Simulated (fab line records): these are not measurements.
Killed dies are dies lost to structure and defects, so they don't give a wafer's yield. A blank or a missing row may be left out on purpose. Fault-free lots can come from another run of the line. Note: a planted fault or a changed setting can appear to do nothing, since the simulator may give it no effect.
Comparing a struck lot with a sound one | flow rit cmos | 15 out of 202 route steps
Sound: wafers L516.2, L516.3, L516.4. The struck wafers were L530.2, L530.4, L530.5. The cause is named last.
Per side, at each step with rows, come the tool, then ch with its chambers, and then its first start. Under that, the readings that differ: sound wafers | struck wafers | difference of the means | sigmas: that difference in standard deviations of wafers without a fault.
alike: readings whose means differ by less than 2 such deviations, and words and numbers that are the same on both sides. not compared: withheld readings, readings that some wafer has no value for, bounds like >300 that may hide the same value, and numbers for which the record gives no deviation and whose values overlap.
Wherever a step has rows on one side only, a row that says differs or no value, or a row with sigmas, the two part there. When numbers do not overlap yet have no deviation, they are printed without sigmas and do not part them. Lack of a reading on every wafer of one side parts them only where that side has two or more wafers.

first, 1 step without rows for these wafers: RIT_ACTIVE_HARDBAKE_12 (time 60 s).
RIT_ACTIVE_ETCH_13: etches Si3N4 in SF6, stops on SiO2, time 210 s, target depth 210 nm.
  sound on rie diel-04 ch 1,2,3, day 2 20:55; struck on rie diel-02 ch 0,3, day 5 20:38
  alike: drypump motor current A, oes product au, rf fwd power W, throttle valve pct
  not compared: rf hours counter h
RIT_ACTIVE_STRIP_14: strips in O2, time 180 s.
  sound on plasma asher-04 ch 0,1, day 2 21:03; struck on plasma asher-01 ch 0,1, day 5 20:46
  alike: drypump motor current A
  not compared: rf hours counter h
RIT_ACTIVE_CD_MEAS_90: the cd target is 1400 nm.
  struck on cd sem-02, day 5 20:58; sound on cd sem-01, day 2 21:15
  alike: cd nm
then, 4 steps without rows for these wafers: RIT_ACTIVE_CLEAN_15 (cleans in SC1, time 600 s); RIT_ACTIVE_CLEAN_16 (cleans in dHF, time 30 s); RIT_ACTIVE_CLEAN_17 (cleans in SC2, time 600 s); RIT_FOX1_OXIDATION_00 (target thk 350.7 nm, ox time 1130 s).
RIT_FOX1_THK_MEAS_01:
  struck on film metro-01, day 5 22:49; sound on film metro-02, day 3 00:22
  alike: FOX1_OXIDE_THK
then, 2 steps without rows for these wafers: RIT_FOX1_WET_ETCH_02 (etches SiO2 in BOE, target depth 350 nm, time 390 s); RIT_FOX2_OXIDATION_00 (target thk 350.7 nm, ox time 1130 s).
RIT_FOX2_THK_MEAS_01:
  struck on film metro-02, day 6 00:18; sound on film metro-04, day 3 01:52
  alike: FOX2_OXIDE_THK
RIT_FOX2_CLEAN_02: cleans in dHF, time 180 s.
  sound on wet bench-04 ch 2, day 3 01:55; struck on wet bench-04 ch 0, day 6 00:21
  reading          | sound       | struck      | difference | sigmas
  run length s (s) | 214 214 214 | 191 191 191 | -23        | -6
then, 1 step without rows for these wafers: RIT_FOX2_WET_ETCH_03 (etches Si3N4 in H3PO4, target depth 195 nm, time 2700 s).
RIT_M1_PROBE_99:
  struck on prober-01, day 7 18:25; sound on prober-01, day 4 17:02
  alike: killed_at_M0_to_M3, killed at contacts, killed at front end, killed dies, killed on rim, killed open, killed short

== WHERE THEY PART ==
Within this record, at RIT_FOX2_CLEAN_02 only. Later steps at which nothing parts them and some readings are alike: RIT_M1_PROBE_99.

WHY: what the simulator had put in
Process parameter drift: wet bench-04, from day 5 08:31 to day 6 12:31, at RIT_FOX2_CLEAN_02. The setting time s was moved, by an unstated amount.
